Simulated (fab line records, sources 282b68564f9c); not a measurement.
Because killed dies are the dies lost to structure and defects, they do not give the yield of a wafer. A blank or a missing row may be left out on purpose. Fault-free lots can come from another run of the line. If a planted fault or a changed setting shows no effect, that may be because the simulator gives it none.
Problem report, 8D (eight disciplines) form, completed by code | flow rit-cmos | the parts of the form that need people (team, actions taken, sign-off) are left out

1. THE ISSUE
Mean ACTIVE_OXIDE_THK at RIT_ACTIVE_THK_MEAS_02: 37.4 nm over 9 wafers in 3 lots; fault-free wafers: 46.5 nm, standard deviation 0.74. That is -12 standard deviations from the usual mean.
Earliest sighting: wafer L855.1 on film-metro-04 at day 4 21:32. Wafers with a number at this step in the record: 45, from 15 lots. Rule for "out" (also "out of limits"): further than 4 standard deviations from the usual mean. Any other wafer with a number is counted as sound.

2. WHAT IT IS; WHAT IT IS NOT
question                    | is                     | is not
which readings at this step | ACTIVE_OXIDE_THK       | -
which lots                  | L855, L856, L857       | L839, L840, L841, L842, L843, L844, L845, L846, L850, L852, L858, L862
which wafers of those lots  | all that have a number | -
read on which gauges        | film-metro-04          | film-metro-02, film-metro-03
when                        | from day 4 21:32       | up to then (30 sound wafers); but 6 sound wafers of L858, L862 came after

3. SUSPECTS, AND WHAT RULES EACH OUT
Counting: a tool stays on the suspect list if, at a process step up to the reading, it processed all lots that are out and no sound lot following the first of them.
- the gauge at RIT_ACTIVE_THK_MEAS_02: ruled out. All the wafers that are out were read on film-metro-04, but those of them that RIT_ACTIVE_OXIDATION_01 has rows for are out there too, on other tools.
- furnace-03 at RIT_ACTIVE_OXIDATION_01 (target thk 46.8 nm, ox time 3360 s): kept. It processed each lot that is out, first L855 at day 4 19:36, and no sound lot thereafter; up to then, the last sound lot it processed was L852 at day 4 03:49. Out on those wafers are its own readings of spike-tc-centre-C, spike-tc-load-C, spike-tc-source-C, tube-center-temp-C, tube_center_temp_C_max.
Remaining after the count: furnace-03 at RIT_ACTIVE_OXIDATION_01.

4. THE CAUSE (what the simulator had put in)
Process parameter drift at RIT_ACTIVE_OXIDATION_01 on furnace-03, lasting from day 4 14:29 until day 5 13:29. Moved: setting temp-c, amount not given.
Counting left only this tool.

5. THE CHAIN OF EFFECTS, in route order
One row per reading whose mean, taken over the struck wafers that have a number, lies over 3 standard deviations from the usual. Readings are gone through only where the record gives a usual standard deviation; hours: the median, over the lots, of the time from a lot's start at the first step in this table giving one to that lot's start at this step; sigmas: the change measured in usual standard deviations.
hours | step                    | reading                | usual    | on struck wafers | change | sigmas
0     | RIT_ACTIVE_OXIDATION_01 | spike-tc-centre-C      | 1003.5 C | 981.1            | -22.4  | -22
0     | RIT_ACTIVE_OXIDATION_01 | spike-tc-load-C        | 1026 C   | 1000             | -26    | -7.0
0     | RIT_ACTIVE_OXIDATION_01 | spike-tc-source-C      | 1026.9 C | 1003.1           | -23.8  | -10
0     | RIT_ACTIVE_OXIDATION_01 | tube-center-temp-C     | 999.99 C | 976.75           | -23.24 | -99 or more
0     | RIT_ACTIVE_OXIDATION_01 | tube_center_temp_C_max | 1002.6   | 979.3            | -23.3  | -53
2     | RIT_ACTIVE_THK_MEAS_02  | ACTIVE_OXIDE_THK       | 46.5 nm  | 37.4             | -9.1   | -12
Here are the process steps it includes:
- RIT_ACTIVE_OXIDATION_01: target thk 46.8 nm, ox time 3360 s.
Later steps that measure or inspect, where all struck wafers having a row at the step show a number for every such reading and not one has moved that far: RIT_ACTIVE_THK_MEAS_04, RIT_ACTIVE_CD_MEAS_90.

6. HOW IT WOULD HAVE BEEN CAUGHT EARLIER
Counted from the fault's start at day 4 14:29, it took 7 hours until the first out-of-limits reading at a measuring or inspecting step in this record, taken at day 4 21:32.
The tool's own readings at RIT_ACTIVE_OXIDATION_01 were out on every struck wafer that the step has a row for (spike-tc-centre-C, spike-tc-load-C, spike-tc-source-C, tube-center-temp-C, tube_center_temp_C_max): an alarm limit on them would have fired on the first of those.
Of the lots that are out (3), L856, L857 began RIT_ACTIVE_OXIDATION_01 on furnace-03 after day 4 21:32. A hold on the tool at that time would have spared those 2.
